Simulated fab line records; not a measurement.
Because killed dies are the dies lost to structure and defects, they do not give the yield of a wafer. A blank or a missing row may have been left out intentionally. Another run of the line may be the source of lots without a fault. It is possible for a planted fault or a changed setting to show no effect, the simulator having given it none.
The tool behind it: which one?	flow berkeley_cmos170	14 lots, 42 wafers sampled, at 4 steps of a route of 331

== WHAT THE GAUGES SHOWED, per wafer ==
UCB170_NWELL_TW_MEAS_16. Usual: NWELL_TW 1252, standard deviation 8.6.
lot	measured	on	NWELL_TW	flag
L618	day 2 10:55	film_metro-02	1249 1251 1253	
L620	day 2 20:18	film_metro-04	1244 1249 1248	
L621	day 3 03:20	film_metro-04	1250 1247 1239	
L622	day 3 12:26	film_metro-02	1259 1248 1248	
L624	day 3 20:40	film_metro-03	1253 1257 1250	
L625	day 4 01:02	film_metro-03	1259 1272 1267	
L627	day 4 14:28	film_metro-03	1263 1260 1265	
L633	day 5 15:49	film_metro-03	1249 1255 1252	
L635	day 5 22:07	film_metro-02	1234 1237 1239	
L636	day 6 08:20	film_metro-04	1248 1250 1247	
L637	day 6 16:41	film_metro-04	1254 1250 1247	
L639	day 6 23:15	film_metro-04	1252 1251 1245	
L641	day 7 04:57	film_metro-03	1256 1263 1266	
L640	day 7 04:58	film_metro-04	1258 1256 1259	

UCB170_PFIELD_OVL_MEAS_06. Usual: PFIELD_OVL -2 nm, standard deviation 5.2.
lot	measured	on	PFIELD_OVL (nm)	flag
L618	day 4 22:06	overlay-01	-3 -15 -7	
L620	day 5 03:18	overlay-01	9 -7 -1	
L621	day 5 10:35	overlay-01	-5 -6 -1	
L622	day 5 22:23	overlay-01	-3 3 -4	
L624	day 6 08:14	overlay-01	- - -	OFF
L625	day 6 08:29	overlay-02	- - -	OFF
L627	day 7 04:22	overlay-01	-3 -3 -8	
L633	day 7 19:44	overlay-01	-5 -7 1	
L635	day 8 08:26	overlay-02	-6 -3 -6	
L636	day 8 17:08	overlay-01	-13 -13 -7	
L637	day 8 22:23	overlay-02	-3 1 -7	
L639	day 9 15:55	overlay-01	-1 -5 2	
L641	day 10 07:58	overlay-01	-3 -5 1	
L640	day 10 07:42	overlay-01	-6 -1 -3	

== WHAT TOOL EACH LOT RAN ON (gives the tool, then ch and the chambers of the sampled wafers, and finally the start) ==
lot	UCB170_ACTIVE_ETCH_15	UCB170_PFIELD_PEB_04
L618	rie_diel-01 ch 0,2,3, day 4 20:34	litho_track-02 ch 0, day 4 21:50
L620	rie_diel-04 ch 0,1, day 5 00:07	litho_track-02 ch 0, day 5 03:01
L621	rie_diel-01 ch 1,2,3, day 5 09:14	litho_track-01 ch 0, day 5 10:19
L622	rie_diel-03 ch 0,2, day 5 18:55	litho_track-02 ch 0, day 5 22:09
L624	rie_diel-04 ch 0,2,3, day 6 06:17	litho_track-01, day 6 07:58
L625	rie_diel-03 ch 0,2, day 6 06:17	litho_track-02, day 6 08:13
L627	rie_diel-01 ch 2,3, day 7 02:24	litho_track-02 ch 0, day 7 04:06
L633	rie_diel-01 ch 1,2,3, day 7 18:12	litho_track-01 ch 0, day 7 19:28
L635	rie_diel-03 ch 0,1, day 8 06:25	litho_track-01 ch 0, day 8 08:11
L636	rie_diel-03 ch 0,2,3, day 8 14:53	litho_track-01 ch 0, day 8 16:52
L637	rie_diel-01 ch 0,1,3, day 8 20:30	litho_track-01 ch 0, day 8 22:08
L639	rie_diel-03 ch 0,1,3, day 9 14:35	litho_track-02 ch 0, day 9 15:38
L641	rie_diel-03 ch 0,2,3, day 10 06:06	litho_track-02 ch 0, day 10 07:43
L640	rie_diel-04 ch 0,2, day 10 05:25	litho_track-01 ch 0, day 10 07:25
- UCB170_ACTIVE_ETCH_15: etches Si3N4 in CH3F/Ar/O2, stops on SiO2, target depth 242 nm, time 151 s.
- UCB170_PFIELD_PEB_04

== WHAT THE TOOLS THEMSELVES READ (means of the sampled wafers that have a number; where no wafer has one, the mark that the record gives instead) ==
UCB170_ACTIVE_ETCH_15. Usual: drypump_motor_current_A 5.7 A, standard deviation 0.32; oes_product_au 0.946 a.u., standard deviation 0.019; throttle_valve_pct 8.06 %, standard deviation 0.17.
lot	tool	drypump_motor_current_A (A)	oes_product_au (a.u.)	throttle_valve_pct (%)	flag
L618	rie_diel-01	6.0	0.942	8.12	
L620	rie_diel-04	5.6	0.924	8.22	
L621	rie_diel-01	6.1	0.950	8.00	
L622	rie_diel-03	5.4	0.949	7.99	
L624	rie_diel-04	5.8	0.951	8.14	
L625	rie_diel-03	5.3	0.948	7.97	
L627	rie_diel-01	6.0	0.945	8.07	
L633	rie_diel-01	6.1	0.944	8.01	
L635	rie_diel-03	5.4	0.936	8.09	
L636	rie_diel-03	5.4	0.947	7.97	
L637	rie_diel-01	6.0	0.953	8.11	
L639	rie_diel-03	5.4	0.938	8.03	
L641	rie_diel-03	5.4	0.950	7.97	
L640	rie_diel-04	5.8	0.919	8.13	

UCB170_PFIELD_PEB_04. Usual: chill_plate_temp_C 22.99 C, standard deviation 0.1; exhaust_pa 45.4 Pa, standard deviation 0.84.
lot	tool	chill_plate_temp_C (C)	exhaust_pa (Pa)	flag
L618	litho_track-02	23.04	46.1	
L620	litho_track-02	22.97	45.8	
L621	litho_track-01	23.13	44.5	
L622	litho_track-02	23.08	45.8	
L624	litho_track-01	-	-	OFF
L625	litho_track-02	-	-	OFF
L627	litho_track-02	23.05	45.9	
L633	litho_track-01	23.09	45.8	
L635	litho_track-01	23.04	45.1	
L636	litho_track-01	23.05	45.8	
L637	litho_track-01	22.88	45.5	
L639	litho_track-02	23.07	44.7	
L641	litho_track-02	22.95	45.9	
L640	litho_track-01	22.95	45.6	

== THE ANSWER, worked out from the rows above alone ==
Rule: take the mean of a lot's wafers that have a number; if it is more than 3 standard deviations from the usual mean, the lot is off. Also off: a lot with no number at a reading for which 4 or more lots have one. Where the step has rows for the other lots, those lots are counted as sound. After the gauges, taken in route order, come the tools' own readings; for these a lot's mean is taken, as printed above. The first step at which some lot is off is used, and at that step the reading that is off furthest; a lot without a number counts as furthest.
Off: L624, L625, seen at UCB170_PFIELD_OVL_MEAS_06 (PFIELD_OVL). Without a number there: L624, L625.
If a tool, at a process step before that reading, ran all the lots that are off and no sound lot after the first of them, it fits. The gauges at UCB170_PFIELD_OVL_MEAS_06 aren't tried: what is off there is off at UCB170_PFIELD_PEB_04 too, on other tools, and a gauge's error can't cause that. No candidate that was tried fits.

== WHAT THE SIMULATOR HAD INSERTED ==
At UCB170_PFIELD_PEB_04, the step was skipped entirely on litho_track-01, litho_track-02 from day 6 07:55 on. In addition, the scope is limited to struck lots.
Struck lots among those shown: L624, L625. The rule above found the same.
